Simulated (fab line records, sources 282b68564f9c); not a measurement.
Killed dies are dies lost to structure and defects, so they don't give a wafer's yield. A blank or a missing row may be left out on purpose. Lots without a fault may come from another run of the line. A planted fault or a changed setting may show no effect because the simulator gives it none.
Which tool did it? | flow rit_cmos | 14 lots, 42 wafers sampled, at 2 steps of a route of 202

WHAT THE GAUGES READ, wafer by wafer
The record holds no reading of a measuring or inspecting step that can be judged against a usual standard deviation.

WHICH TOOL RAN EACH LOT (tool, then ch and the chambers of the sampled wafers, then the start)
lot  | RIT_M1_STRIP_14                     | RIT_M1_PROBE_99
L320 | plasma_asher-04 ch 0,1, day 3 09:01 | prober-01, day 3 11:00
L322 | plasma_asher-04 ch 0,1, day 4 03:08 | prober-01, day 4 05:08
L324 | plasma_asher-04 ch 0,1, day 4 07:08 | prober-01, day 4 09:03
L326 | plasma_asher-04 ch 0,1, day 4 21:43 | prober-01, day 4 23:38
L329 | plasma_asher-04 ch 0, day 5 09:44   | prober-02, day 5 11:38
L330 | plasma_asher-01 ch 0,1, day 5 13:35 | prober-01, day 5 15:33
L331 | plasma_asher-01 ch 0,1, day 5 19:53 | prober-02, day 5 21:53
L333 | plasma_asher-01 ch 0,1, day 6 07:08 | prober-02, day 6 09:03
L334 | plasma_asher-02 ch 0,1, day 6 10:31 | prober-01, day 6 12:25
L335 | plasma_asher-04 ch 0,1, day 6 15:23 | prober-02, day 6 17:23
L338 | plasma_asher-01 ch 0,1, day 7 07:16 | prober-01, day 7 09:14
L340 | plasma_asher-02 ch 0,1, day 7 15:07 | prober-01, day 7 17:02
L341 | plasma_asher-01 ch 0,1, day 7 20:06 | prober-02, day 7 22:01
L343 | plasma_asher-02 ch 0,1, day 8 09:17 | prober-02, day 8 11:13
- RIT_M1_STRIP_14: strips in O2, time 180 s.
- RIT_M1_PROBE_99

WHAT THE TOOLS THEMSELVES READ (means of the sampled wafers that have a number; where no wafer has one, the mark that the record gives instead)
RIT_M1_STRIP_14. Usual: drypump_motor_current_A 5.67 A, standard deviation 0.28; o2_flow_sccm 4000 sccm, standard deviation 13; run_length_s 208.3 s, standard deviation 0.54.
lot  | tool            | drypump_motor_current_A (A) | o2_flow_sccm (sccm) | run_length_s (s) | flag
L320 | plasma_asher-04 | 5.83                        | 4010                | 207.8            |
L322 | plasma_asher-04 | 5.85                        | 3999                | 207.8            |
L324 | plasma_asher-04 | 5.72                        | 4006                | 207.7            |
L326 | plasma_asher-04 | 5.72                        | 4001                | 208.0            |
L329 | plasma_asher-04 | 5.99                        | 3977                | 208.2            |
L330 | plasma_asher-01 | 5.49                        | 3999                | 208.3            |
L331 | plasma_asher-01 | 5.48                        | 3998                | 208.2            |
L333 | plasma_asher-01 | 5.76                        | 3995                | 208.3            |
L334 | plasma_asher-02 | 5.51                        | 4004                | 208.6            |
L335 | plasma_asher-04 | 5.84                        | 4002                | 208.0            |
L338 | plasma_asher-01 | 5.48                        | 4001                | 137.9            | OFF
L340 | plasma_asher-02 | 5.51                        | 3993                | 208.6            |
L341 | plasma_asher-01 | 5.76                        | 3989                | 172.9            | OFF
L343 | plasma_asher-02 | 5.65                        | 4007                | 208.9            |

RIT_M1_PROBE_99. Usual: defect_limited_yield 97.1 %, standard deviation 1.2; killed_at_contacts 0.0, standard deviation 0.22; killed_at_front_end 7, standard deviation 3.2; killed_dies 8, standard deviation 3.2; killed_open 3.7, standard deviation 2.1; killed_short 3.8, standard deviation 2.2; sort_bin_3_pad_short 0.1 %, standard deviation 0.24; sort_bin_5_function 1.7 %, standard deviation 0.87; sort_bin_6_memory 1.0 %, standard deviation 0.64; sort_n_pass 256, standard deviation 3.2; sort_yield_pct 97.1 %, standard deviation 1.2.
lot  | tool      | defect_limited_yield (%) | killed_at_contacts | killed_at_front_end | killed_dies | killed_open | killed_short | sort_bin_3_pad_short (%) | sort_bin_5_function (%) | sort_bin_6_memory (%) | sort_n_pass | sort_yield_pct (%) | flag
L320 | prober-01 | 97.2                     | 0.0                | 7                   | 7           | 3.3         | 4.0          | 0.1                      | 1.4                     | 1.3                   | 257         | 97.2               |
L322 | prober-01 | 97.3                     | 0.3                | 7                   | 7           | 4.3         | 2.7          | 0.1                      | 1.4                     | 1.2                   | 257         | 97.3               |
L324 | prober-01 | 98.0                     | 0.0                | 5                   | 5           | 2.3         | 3.0          | 0.1                      | 1.4                     | 0.5                   | 259         | 98.0               |
L326 | prober-01 | 96.4                     | 0.3                | 9                   | 10          | 4.0         | 5.7          | 0.0                      | 2.4                     | 1.3                   | 254         | 96.4               |
L329 | prober-02 | 96.6                     | 0.0                | 9                   | 9           | 4.0         | 5.0          | 0.3                      | 2.2                     | 1.0                   | 255         | 96.6               |
L330 | prober-01 | 97.0                     | 0.0                | 8                   | 8           | 5.0         | 3.0          | 0.0                      | 1.5                     | 1.5                   | 256         | 97.0               |
L331 | prober-02 | 96.6                     | 0.0                | 9                   | 9           | 5.3         | 3.7          | 0.1                      | 1.6                     | 1.6                   | 255         | 96.6               |
L333 | prober-02 | 96.5                     | 0.0                | 9                   | 9           | 3.3         | 6.0          | 0.1                      | 2.0                     | 1.4                   | 255         | 96.5               |
L334 | prober-01 | 97.3                     | 0.0                | 7                   | 7           | 2.7         | 4.3          | 0.1                      | 1.2                     | 1.3                   | 257         | 97.3               |
L335 | prober-02 | 98.4                     | 0.0                | 4                   | 4           | 2.3         | 2.0          | 0.0                      | 0.9                     | 0.8                   | 260         | 98.4               |
L338 | prober-01 | 97.2                     | 0.0                | 7                   | 7           | 4.0         | 3.3          | 0.4                      | 1.3                     | 1.1                   | 257         | 97.2               |
L340 | prober-01 | 98.1                     | 0.0                | 5                   | 5           | 3.0         | 2.0          | 0.0                      | 1.0                     | 0.9                   | 259         | 98.1               |
L341 | prober-02 | 96.7                     | 0.3                | 8                   | 9           | 2.7         | 6.0          | 0.4                      | 2.2                     | 0.8                   | 255         | 96.7               |
L343 | prober-02 | 96.3                     | 0.0                | 10                  | 10          | 4.7         | 5.0          | 0.0                      | 1.8                     | 1.9                   | 254         | 96.3               |

THE ANSWER, worked out from the rows above alone
Rule: a lot is off if the mean of its wafers that have a number lies more than 3 standard deviations from the usual mean. A lot without any number at a reading at which 4 lots or more have one is off too. The other lots that the step has rows for count as sound. The gauges are gone through in route order, then the tools' own readings, and for those a lot's mean is taken as printed above. The first step at which some lot is off is used, and at that step the reading that is off furthest; a lot without a number counts as furthest.
Off: L338, L341, at RIT_M1_STRIP_14 (run_length_s).
A tool fits if, at that step or a process step before it, it ran every lot that is off, and no sound lot after the first of them. One fits: plasma_asher-01 at RIT_M1_STRIP_14. Its last sound lot is L333 (day 6 07:08), its first lot that is off L338 (day 7 07:16): a fault that began between those two fits.
The tool's own readings at RIT_M1_STRIP_14 bear it out: on the lots that are off they differ by more than 5 times the standard deviation of the sound lots' means. run_length_s reads 155.4 s there against 208.2 s on the sound lots.

WHAT THE SIMULATOR HAD PUT IN
Process parameter drift: plasma_asher-01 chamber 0, from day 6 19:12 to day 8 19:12, at RIT_M1_STRIP_14. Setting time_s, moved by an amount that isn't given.
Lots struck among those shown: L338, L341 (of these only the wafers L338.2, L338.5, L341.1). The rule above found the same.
